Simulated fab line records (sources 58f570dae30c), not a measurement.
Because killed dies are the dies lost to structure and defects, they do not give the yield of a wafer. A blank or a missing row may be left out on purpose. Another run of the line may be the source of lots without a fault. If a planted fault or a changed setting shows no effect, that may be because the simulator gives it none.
Which of the tools did it?    flow berkeley-cmos170    15 lots with 45 wafers sampled at 3 steps, on a route of 331 steps

WHAT THE GAUGES READ, wafer by wafer
UCB170_GATE_OVL_MEAS_13. Usual: for GATE_OVL the level is -1 nm and the standard deviation is 5.8.
lot   measured      on          GATE_OVL (nm)  flag
L904  day 7 12:08   overlay-01  5 3 4          
L903  day 7 11:51   overlay-01  0 -5 -5        
L907  day 8 02:00   overlay-02  -6 -13 -15     
L905  day 8 02:30   overlay-02  0 -5 -9        
L906  day 8 02:14   overlay-02  7 9 2          
L912  day 8 18:24   overlay-02  -1 -2 3        
L913  day 9 13:51   overlay-01  6 4 4          
L915  day 9 13:41   overlay-02  6 6 5          
L914  day 9 13:58   overlay-02  5 6 6          
L917  day 9 23:26   overlay-01  -7 -6 -6       
L918  day 10 06:37  overlay-01  -2 2 -2        
L920  day 10 07:44  overlay-01  0 -7 -10       
L924  day 10 22:50  overlay-02  -8 0 -7        
L923  day 10 22:31  overlay-02  -4 -4 2        
L926  day 11 14:29  overlay-01  -8 -5 -10      

WHICH TOOL RAN EACH LOT (tool, then ch and the chambers of the sampled wafers, then the start)
lot   UCB170_PVT_COAT_01                 UCB170_PVT_STRIP_08
L904  litho-track-03 ch 0, day 6 14:02   plasma-asher-04 ch 0,1, day 6 14:54
L903  litho-track-02 ch 0, day 6 14:05   plasma-asher-04 ch 1, day 6 15:06
L907  litho-track-03 ch 0, day 7 12:09   plasma-asher-03 ch 0,1, day 7 14:16
L905  litho-track-02 ch 0, day 7 12:19   plasma-asher-04 ch 0,1, day 7 14:29
L906  litho-track-03 ch 0, day 7 12:36   plasma-asher-03 ch 0,1, day 7 14:46
L912  litho-track-03 ch 0, day 8 05:04   plasma-asher-03 ch 0,1, day 8 06:03
L913  litho-track-02 ch 0, day 9 01:59   plasma-asher-03 ch 0,1, day 9 03:47
L915  litho-track-03 ch 0, day 9 02:05   plasma-asher-03 ch 0,1, day 9 04:01
L914  litho-track-03 ch 0, day 9 02:34   plasma-asher-02 ch 0,1, day 9 04:05
L917  litho-track-02 ch 0, day 9 08:11   plasma-asher-04 ch 0,1, day 9 09:18
L918  litho-track-03 ch 0, day 9 17:13   plasma-asher-02 ch 0,1, day 9 18:58
L920  litho-track-03 ch 0, day 9 17:41   plasma-asher-03 ch 0,1, day 9 19:25
L924  litho-track-03 ch 0, day 10 09:41  plasma-asher-04 ch 0,1, day 10 10:52
L923  litho-track-02 ch 0, day 10 09:52  plasma-asher-03 ch 0,1, day 10 10:54
L926  litho-track-02 ch 0, day 10 23:49  plasma-asher-03 ch 0,1, day 11 01:16
- UCB170_PVT_COAT_01: resist thk 900 nm.
- UCB170_PVT_STRIP_08: strips in O2.

WHAT THE TOOLS THEMSELVES READ (means of the sampled wafers that have a number; where no wafer has one, the mark that the record gives instead)
UCB170_PVT_COAT_01. Usual: spin-speed-rpm at 1500.1 rpm, with a standard deviation of 1.1.
lot   tool            spin-speed-rpm (rpm)  flag
L904  litho-track-03  1499.5                
L903  litho-track-02  1498.9                
L907  litho-track-03  1499.7                
L905  litho-track-02  1500.9                
L906  litho-track-03  1500.2                
L912  litho-track-03  1499.6                
L913  litho-track-02  1499.7                
L915  litho-track-03  1500.5                
L914  litho-track-03  1501.0                
L917  litho-track-02  1501.0                
L918  litho-track-03  1450.5                OFF
L920  litho-track-03  1450.2                OFF
L924  litho-track-03  1451.4                OFF
L923  litho-track-02  1500.8                
L926  litho-track-02  1501.7                

UCB170_PVT_STRIP_08. Usual: drypump-motor-current-A 5.6 A, standard deviation 0.4; oes-product-au 0.734 a.u., standard deviation 0.0043; strip-time-to-endpoint-s 21.60 s, standard deviation 0.057.
lot   tool             drypump-motor-current-A (A)  oes-product-au (a.u.)  strip-time-to-endpoint-s (s)  flag
L904  plasma-asher-04  5.5                          0.736                  21.66                         
L903  plasma-asher-04  5.5                          0.739                  21.50                         
L907  plasma-asher-03  5.7                          0.734                  21.57                         
L905  plasma-asher-04  5.5                          0.732                  21.57                         
L906  plasma-asher-03  5.8                          0.736                  21.57                         
L912  plasma-asher-03  5.8                          0.736                  21.63                         
L913  plasma-asher-03  5.8                          0.737                  21.60                         
L915  plasma-asher-03  5.7                          0.734                  21.57                         
L914  plasma-asher-02  5.3                          0.733                  21.67                         
L917  plasma-asher-04  5.4                          0.733                  21.62                         
L918  plasma-asher-02  5.3                          0.735                  22.06                         OFF
L920  plasma-asher-03  5.8                          0.736                  21.97                         OFF
L924  plasma-asher-04  5.5                          0.737                  21.96                         OFF
L923  plasma-asher-03  5.8                          0.736                  21.65                         
L926  plasma-asher-03  5.7                          0.737                  21.70                         

THE ANSWER, worked out from the rows above alone
Rule: a lot is off if the mean of its wafers that have a number lies more than 3 standard deviations from the usual mean. Also off: a lot with no number at a reading for which 4 or more lots have one. Any other lot the step has rows for is counted as sound. First the gauges in route order, then the tools' own readings, where a lot's mean is used as printed above. At the first step where some lot is off, the reading lying furthest off is the one used; lots without a number count as furthest.
Off, at UCB170_PVT_COAT_01 on spin-speed-rpm: L918, L920, L924.
A tool fits if, at that step or a process step before it, it ran every lot that is off, and no sound lot after the first of them. One candidate fits, namely litho-track-03 at UCB170_PVT_COAT_01. Its last sound lot is L914 (day 9 02:34), its first lot that is off L918 (day 9 17:13): a fault that began between those two fits.
On the lots that are off, the tool's own readings at UCB170_PVT_COAT_01 differ by more than 5 times the standard deviation of the sound lots' means, which bears it out; spin-speed-rpm reads 1450.7 rpm there versus 1500.3 rpm on the sound lots.

WHAT THE SIMULATOR HAD INSERTED
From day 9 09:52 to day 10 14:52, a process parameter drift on litho-track-03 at UCB170_PVT_COAT_01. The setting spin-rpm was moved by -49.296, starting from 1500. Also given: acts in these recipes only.
Struck lots among those shown: L918, L920, L924. Same finding as the rule above.
